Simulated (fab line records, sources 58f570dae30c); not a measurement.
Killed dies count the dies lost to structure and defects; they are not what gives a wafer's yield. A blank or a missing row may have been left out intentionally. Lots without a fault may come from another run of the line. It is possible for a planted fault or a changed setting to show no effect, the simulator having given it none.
Which tool did it? || flow berkeley-cmos170 || 42 wafers from 14 lots sampled at 2 of the route's 331 steps

## WHAT THE GAUGES SHOWED, per wafer
UCB170_M3_CD_MEAS_15 targets a cd of 700 nm. Usual: cd-nm reads 700.1 nm (standard deviation 1.4).
{"lot": "L764", "measured": "day 7 15:56", "on": "cd-sem-02", "cd-nm (nm)": "696.7 697.9 696.6", "flag": ""}
{"lot": "L765", "measured": "day 8 08:08", "on": "cd-sem-01", "cd-nm (nm)": "699.5 699.4 699.5", "flag": ""}
{"lot": "L766", "measured": "day 8 16:16", "on": "cd-sem-01", "cd-nm (nm)": "702.4 700.6 702.5", "flag": ""}
{"lot": "L771", "measured": "day 9 03:43", "on": "cd-sem-01", "cd-nm (nm)": "701.9 701.7 699.4", "flag": ""}
{"lot": "L768", "measured": "day 9 08:41", "on": "cd-sem-01", "cd-nm (nm)": "699.9 700.5 700.4", "flag": ""}
{"lot": "L770", "measured": "day 9 08:48", "on": "cd-sem-01", "cd-nm (nm)": "700.9 700.6 699.7", "flag": ""}
{"lot": "L772", "measured": "day 9 14:18", "on": "cd-sem-02", "cd-nm (nm)": "701.5 701.7 700.8", "flag": ""}
{"lot": "L773", "measured": "day 9 15:56", "on": "cd-sem-01", "cd-nm (nm)": "700.4 698.5 700.3", "flag": ""}
{"lot": "L775", "measured": "day 10 02:19", "on": "cd-sem-02", "cd-nm (nm)": "700.8 700.8 701.1", "flag": ""}
{"lot": "L779", "measured": "day 10 20:28", "on": "cd-sem-02", "cd-nm (nm)": "711.3 711.0 711.5", "flag": "OFF"}
{"lot": "L782", "measured": "day 11 11:31", "on": "cd-sem-01", "cd-nm (nm)": "701.8 701.8 702.9", "flag": ""}
{"lot": "L783", "measured": "day 11 17:44", "on": "cd-sem-02", "cd-nm (nm)": "712.8 712.3 711.4", "flag": "OFF"}
{"lot": "L784", "measured": "day 11 21:47", "on": "cd-sem-02", "cd-nm (nm)": "698.1 697.2 698.1", "flag": ""}
{"lot": "L786", "measured": "day 11 22:24", "on": "cd-sem-02", "cd-nm (nm)": "699.7 699.9 699.9", "flag": ""}

## WHAT TOOL EACH LOT RAN ON (gives the tool, then ch and the chambers of the sampled wafers, and finally the start)
{"lot": "L764", "UCB170_M3_SOFTBAKE_11": "litho-track-02 ch 0, day 7 15:00"}
{"lot": "L765", "UCB170_M3_SOFTBAKE_11": "litho-track-02 ch 0, day 8 06:00"}
{"lot": "L766", "UCB170_M3_SOFTBAKE_11": "litho-track-04 ch 0, day 8 15:00"}
{"lot": "L771", "UCB170_M3_SOFTBAKE_11": "litho-track-04 ch 0, day 9 02:00"}
{"lot": "L768", "UCB170_M3_SOFTBAKE_11": "litho-track-01 ch 0, day 9 07:00"}
{"lot": "L770", "UCB170_M3_SOFTBAKE_11": "litho-track-02 ch 0, day 9 07:00"}
{"lot": "L772", "UCB170_M3_SOFTBAKE_11": "litho-track-04 ch 0, day 9 13:00"}
{"lot": "L773", "UCB170_M3_SOFTBAKE_11": "litho-track-04 ch 0, day 9 15:00"}
{"lot": "L775", "UCB170_M3_SOFTBAKE_11": "litho-track-04 ch 0, day 10 01:00"}
{"lot": "L779", "UCB170_M3_SOFTBAKE_11": "litho-track-04 ch 0, day 10 19:00"}
{"lot": "L782", "UCB170_M3_SOFTBAKE_11": "litho-track-01 ch 0, day 11 10:00"}
{"lot": "L783", "UCB170_M3_SOFTBAKE_11": "litho-track-04 ch 0, day 11 17:00"}
{"lot": "L784", "UCB170_M3_SOFTBAKE_11": "litho-track-02 ch 0, day 11 21:00"}
{"lot": "L786", "UCB170_M3_SOFTBAKE_11": "litho-track-01 ch 0, day 11 21:00"}
- UCB170_M3_SOFTBAKE_11: time 60 s.

## WHAT THE TOOLS THEMSELVES READ (means of the sampled wafers that have a number; where no wafer has one, the mark that the record gives instead)
UCB170_M3_SOFTBAKE_11. Usual: heater-power-total-W 56.81 W, standard deviation 0.046; plate-temp-C 129.99 C, standard deviation 0.12.
{"lot": "L764", "tool": "litho-track-02", "heater-power-total-W (W)": 56.82, "plate-temp-C (C)": 129.91, "flag": ""}
{"lot": "L765", "tool": "litho-track-02", "heater-power-total-W (W)": 56.84, "plate-temp-C (C)": 129.95, "flag": ""}
{"lot": "L766", "tool": "litho-track-04", "heater-power-total-W (W)": 56.77, "plate-temp-C (C)": 129.86, "flag": ""}
{"lot": "L771", "tool": "litho-track-04", "heater-power-total-W (W)": 56.80, "plate-temp-C (C)": 129.91, "flag": ""}
{"lot": "L768", "tool": "litho-track-01", "heater-power-total-W (W)": 56.80, "plate-temp-C (C)": 130.11, "flag": ""}
{"lot": "L770", "tool": "litho-track-02", "heater-power-total-W (W)": 56.83, "plate-temp-C (C)": 130.10, "flag": ""}
{"lot": "L772", "tool": "litho-track-04", "heater-power-total-W (W)": 56.82, "plate-temp-C (C)": 129.94, "flag": ""}
{"lot": "L773", "tool": "litho-track-04", "heater-power-total-W (W)": 56.81, "plate-temp-C (C)": 130.03, "flag": ""}
{"lot": "L775", "tool": "litho-track-04", "heater-power-total-W (W)": 56.84, "plate-temp-C (C)": 129.96, "flag": ""}
{"lot": "L779", "tool": "litho-track-04", "heater-power-total-W (W)": 53.65, "plate-temp-C (C)": 124.43, "flag": "OFF"}
{"lot": "L782", "tool": "litho-track-01", "heater-power-total-W (W)": 56.87, "plate-temp-C (C)": 129.99, "flag": ""}
{"lot": "L783", "tool": "litho-track-04", "heater-power-total-W (W)": 53.63, "plate-temp-C (C)": 124.33, "flag": "OFF"}
{"lot": "L784", "tool": "litho-track-02", "heater-power-total-W (W)": 56.81, "plate-temp-C (C)": 129.85, "flag": ""}
{"lot": "L786", "tool": "litho-track-01", "heater-power-total-W (W)": 56.81, "plate-temp-C (C)": 130.09, "flag": ""}

## THE ANSWER, worked out from the rows above alone
Rule: a lot is off if the mean of its wafers that have a number lies more than 3 standard deviations from the usual mean. Also off: a lot with no number at a reading for which 4 or more lots have one. All remaining lots with rows at the step are treated as sound. Order of review: gauges by route order, followed by the tools' own readings, for which a lot's mean as printed above is used. At the first step where some lot is off, the reading lying furthest off is the one used; lots without a number count as furthest.
Off at UCB170_M3_CD_MEAS_15 (cd-nm): L779, L783.
A tool fits if, at a process step before that reading, it ran every lot that is off, and no sound lot after the first of them. The gauges at UCB170_M3_CD_MEAS_15 aren't tried: what is off there is off at UCB170_M3_SOFTBAKE_11 too, on other tools, and a gauge's error can't cause that. One fits: UCB170_M3_SOFTBAKE_11 on litho-track-04. Its last sound lot is L775 (day 10 01:00), its first lot that is off L779 (day 10 19:00): a fault that began between those two fits.
The tool's own readings at UCB170_M3_SOFTBAKE_11 bear it out: on the lots that are off they differ by more than 5 times the standard deviation of the sound lots' means. heater-power-total-W reads 53.64 W there against 56.82 W on the sound lots; plate-temp-C reads 124.38 C there against 129.97 C on the sound lots.

## WHAT THE SIMULATOR PUT IN
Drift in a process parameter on litho-track-04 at UCB170_M3_SOFTBAKE_11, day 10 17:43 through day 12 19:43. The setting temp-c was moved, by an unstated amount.
Lots struck among those shown: L779, L783. Same finding as the rule above.
